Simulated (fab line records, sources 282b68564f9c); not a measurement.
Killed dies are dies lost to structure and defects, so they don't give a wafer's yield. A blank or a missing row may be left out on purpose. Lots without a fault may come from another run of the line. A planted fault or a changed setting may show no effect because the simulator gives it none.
Chamber matching | flow rit_cmos | RIT_GATE_ETCH_19 on rie_si-02: 4 sister chambers
The step etches poly-Si in SF6/CHF3/O2, stops on SiO2, time 165 s, target depth 312.5 nm. 8 wafers are shown with their chamber, then 7 later ones without.

WAFERS WITH THEIR CHAMBER
wafer  | chamber | drypump_motor_current_A (A) | throttle_valve_pct (%)
L117.3 | 2       | 6.0                         | 10.28
L119.5 | 3       | 6.1                         | 10.51
L123.1 | 2       | 6.0                         | 10.29
L125.3 | 1       | 5.2                         | 10.21
L125.5 | 1       | 5.2                         | 10.21
L125.6 | 0       | 5.0                         | 10.43
L129.2 | 3       | 6.0                         | 10.49
L129.3 | 0       | 5.0                         | 10.41

WAFERS WITHOUT THEIR CHAMBER
wafer  | drypump_motor_current_A (A) | throttle_valve_pct (%)
L129.5 | 6.0                         | 10.27
L131.1 | 6.0                         | 10.51
L131.3 | 5.0                         | 10.43
L131.5 | 5.9                         | 10.28
L135.1 | 5.0                         | 10.43
L135.3 | 5.2                         | 10.19
L135.6 | 5.2                         | 10.20

WHICH CHAMBER EACH WENT THROUGH
wafer  | from the rows above | in truth
L129.5 | 2                   | 2
L131.1 | 3                   | 3
L131.3 | 0                   | 0
L131.5 | 2                   | 2
L135.1 | 0                   | 0
L135.3 | 1                   | 1
L135.6 | 1                   | 1
Placed correctly: 7 of 7. Can't be placed from these rows: 0. Placed wrongly: 0.
How it was worked out, from the rows above alone: a wafer's distance from a chamber is the root of the sum, over the readings, of the square of ((its reading less the chamber's mean) divided by the reading's scatter). The wafer belongs to the nearest chamber; if the next one is less than 2 further off, it can't be placed. A chamber's mean is the mean of its shown wafers. The scatter: the root of (the sum of the squares of (reading less its chamber's mean) over the shown wafers, divided by (wafers less chambers)).
